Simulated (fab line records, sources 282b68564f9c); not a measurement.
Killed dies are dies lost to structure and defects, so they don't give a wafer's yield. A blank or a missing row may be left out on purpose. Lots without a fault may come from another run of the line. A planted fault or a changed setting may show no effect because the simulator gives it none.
Tool commonality check | flow rit_cmos | 14 lots, 42 wafers sampled

WHY IT WAS OPENED
At RIT_GATE_THK_MEAS_07 the reading GATE_OXIDE_THK is flagged on 2 of 14 lots. Wafers without a fault read 3.04 nm, standard deviation 0.078.
Rule: a lot is flagged when every wafer of it that has a number lies more than 4 standard deviations from that mean, or none has a number. The other lots count as sound.

lot  | measured    | on            | GATE_OXIDE_THK (nm), wafer by wafer | flag
L621 | day 2 09:53 | film_metro-01 | 3.10 3.12 3.11                      |
L622 | day 2 15:41 | film_metro-04 | 3.05 3.01 2.97                      |
L623 | day 2 22:52 | film_metro-03 | 3.07 3.06 3.09                      |
L625 | day 3 07:16 | film_metro-03 | 3.12 3.08 3.06                      |
L626 | day 3 12:02 | film_metro-04 | 3.07 3.04 3.05                      |
L627 | day 3 18:53 | film_metro-01 | 3.07 3.06 3.06                      |
L628 | day 4 01:34 | film_metro-03 | 3.01 3.01 3.00                      |
L629 | day 4 03:04 | film_metro-04 | 3.03 3.02 3.00                      |
L630 | day 4 06:24 | film_metro-04 | 3.05 3.02 3.08                      |
L631 | day 4 12:49 | film_metro-01 | 2.97 3.09 2.97                      |
L632 | day 4 20:19 | film_metro-04 | 5.06 5.04 5.03                      | FLAGGED
L637 | day 5 23:38 | film_metro-04 | 4.90 4.97 5.01                      | FLAGGED
L642 | day 6 19:02 | film_metro-03 | 3.15 3.16 3.07                      |
L643 | day 7 00:11 | film_metro-04 | 3.16 3.09 3.12                      |
The numbers of the flagged lots are 5.00 nm on average: +1.96 nm against the usual, or +25 standard deviations.

WHICH TOOL RAN EACH LOT
The record holds 1 process step before the reading, out of a route of 202 steps. In each cell: the tool, then ch and the chambers that the sampled wafers went through, then the start.
lot  | flag    | RIT_GATE_OXIDATION_05
L621 |         | furnace-04 ch 0, day 2 08:32
L622 |         | furnace-04 ch 0, day 2 13:03
L623 |         | furnace-02 ch 0, day 2 18:58
L625 |         | furnace-04 ch 0, day 3 05:57
L626 |         | furnace-02 ch 0, day 3 10:42
L627 |         | furnace-02 ch 0, day 3 16:13
L628 |         | furnace-02 ch 0, day 4 00:14
L629 |         | furnace-04 ch 0, day 4 01:43
L630 |         | furnace-02 ch 0, day 4 05:03
L631 |         | furnace-02 ch 0, day 4 11:29
L632 | FLAGGED | furnace-04 ch 0, day 4 16:43
L637 | FLAGGED | furnace-04 ch 0, day 5 18:10
L642 |         | furnace-01 ch 0, day 6 17:41
L643 |         | furnace-02 ch 0, day 6 22:50
What these steps do:
- RIT_GATE_OXIDATION_05: target thk 3 nm, ox time 270 s.
- RIT_GATE_THK_MEAS_07

FLAGGED OVER TOTAL, TOOL BY TOOL (the gauges that took the reading come last)
step                  | tool          | lots run | flagged | share of the flagged lots | sound lots run after its first flagged lot
RIT_GATE_OXIDATION_05 | furnace-01    | 1        | 0       | none                      | -
RIT_GATE_OXIDATION_05 | furnace-02    | 7        | 0       | none                      | -
RIT_GATE_OXIDATION_05 | furnace-04    | 6        | 2       | all                       | 0
RIT_GATE_THK_MEAS_07  | film_metro-01 | 3        | 0       | none                      | -
RIT_GATE_THK_MEAS_07  | film_metro-03 | 4        | 0       | none                      | -
RIT_GATE_THK_MEAS_07  | film_metro-04 | 7        | 2       | all                       | 1 (L643)

WHAT THE TABLE ALLOWS
2 rows of the table ran every flagged lot: furnace-04 at RIT_GATE_OXIDATION_05, film_metro-04 at RIT_GATE_THK_MEAS_07.
- furnace-04 at RIT_GATE_OXIDATION_05: 2 of its 6 lots flagged. Its last sound lot is L629 (day 4 01:43), its first flagged lot L632 (day 4 16:43): a fault that began between those two fits.
- film_metro-04 at RIT_GATE_THK_MEAS_07: 2 of its 7 lots flagged. Sound lots ran on it after the first flagged one (L643), which a lasting fault on the whole tool wouldn't allow.
One tool is left: furnace-04 at RIT_GATE_OXIDATION_05.

WHAT THE SIMULATOR HAD PUT IN
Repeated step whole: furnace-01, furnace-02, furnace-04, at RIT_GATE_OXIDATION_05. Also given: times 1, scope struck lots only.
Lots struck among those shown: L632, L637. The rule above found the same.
